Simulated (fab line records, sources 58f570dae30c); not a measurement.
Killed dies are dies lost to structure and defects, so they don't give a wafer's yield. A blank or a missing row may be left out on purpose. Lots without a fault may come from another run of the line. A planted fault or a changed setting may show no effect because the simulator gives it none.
Split-lot experiment | flow berkeley_cmos170 | 5 lots, 23 wafers read, on a route of 331 steps

THE SPLIT
At UCB170_PVT_IMPLANT_07, the setting dose_cm2 was moved away from the recipe's 2e+12 on 6 of the 23 wafers read, by -5.2% to +5.8%. The other wafers ran this setting at the recipe's value.

FROM THE SPLIT TO THE READING: what the file shows between them, 1 step
- UCB170_PVT_STRIP_08: strips in O2

THE READING
PVT_TW, at UCB170_PVT_TW_MEAS_09. Fault-free wafers of this fab line usually give 507, standard deviation 3.9.

wafer  | tool, chamber at the split | dose_cm2 as run | against the recipe | PVT_TW | against lot-mates on the recipe
L078.1 | implanter-01, 0            | 1.895e+12       | -5.2%              | 495    | -9
L078.2 | implanter-01, 0            | 2e+12           | recipe             | 503    | -
L078.4 | implanter-01, 0            | 1.895e+12       | -5.2%              | 496    | -8
L078.5 | implanter-01, 0            | 2e+12           | recipe             | 505    | -
L078.6 | implanter-01, 0            | 1.895e+12       | -5.2%              | 494    | -10
L080.1 | implanter-04, 0            | 2e+12           | recipe             | 510    | -
L080.2 | implanter-04, 0            | 2e+12           | recipe             | 508    | -
L080.4 | implanter-04, 0            | 2e+12           | recipe             | 510    | -
L080.5 | implanter-04, 0            | 2e+12           | recipe             | 506    | -
L080.6 | implanter-04, 0            | 2e+12           | recipe             | 508    | -
L083.1 | implanter-01, 0            | 2e+12           | recipe             | 505    | -
L083.2 | implanter-01, 0            | 2e+12           | recipe             | 504    | -
L083.3 | implanter-01, 0            | 2e+12           | recipe             | 507    | -
L083.4 | implanter-01, 0            | 2e+12           | recipe             | 508    | -
L083.5 | implanter-01, 0            | 2e+12           | recipe             | 504    | -
L082.1 | implanter-01, 0            | 2.117e+12       | +5.8%              | 515    | +12
L082.2 | implanter-01, 0            | 2e+12           | recipe             | 504    | -
L082.3 | implanter-01, 0            | 2e+12           | recipe             | 503    | -
L082.4 | implanter-01, 0            | 2.117e+12       | +5.8%              | 514    | +10
L082.6 | implanter-01, 0            | 2.117e+12       | +5.8%              | 513    | +10
L085.1 | implanter-03, 0            | 2e+12           | recipe             | 515    | -
L085.3 | implanter-03, 0            | 2e+12           | recipe             | 514    | -
L085.5 | implanter-03, 0            | 2e+12           | recipe             | 513    | -

THE FIT
A straight line over all 23 wafers: PVT_TW changes by +1.69 for each +1% of dose_cm2; r = +0.80; the points scatter about the line by 3.7.
The same after taking each lot's own level away (the mean of its wafers on the recipe; 23 wafers): +1.76 for each +1%; r = +0.97; scatter 1.3.
On that fit, the largest move of dose_cm2 shifts the reading by 10.
The lots' own levels span 503.5 to 514.0, that is 2.7 times the standard deviation above.
So the lot-to-lot level changes the slope little: the two slopes agree.
Check: with one of the wafers moved furthest among these (+5.8%) left out of the fit, the line predicts +10 for it against its lot-mates. It came out at +11.5 against them.

OTHER SPLITS ON THESE WAFERS
These wafers also went through other splits before the reading. Each is held against what the fit with the lots' levels taken away leaves over:
other split on the same wafers      | wafers away from the commonest value | r with PVT_TW (lot level and that fit taken away)
UCB170_START_OXIDATION_02 ox_time_s | 18                                   | -0.05
UCB170_NWELL_CVD_04 temp_c          | 10                                   | -0.03
UCB170_WELLDRIVE_ANNEAL_03 time_s   | 18                                   | +0.01
UCB170_ACTIVE_ETCH_15 time_s        | 6                                    | -0.12
UCB170_PFIELD_IMPLANT_07 dose_cm2   | 9                                    | -0.15
UCB170_FIELD_OXIDATION_01 ox_time_s | 18                                   | +0.00

THE FILE'S OWN FIT
PVT_TW changes by +1.78 for each +1% of dose_cm2, r = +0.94.
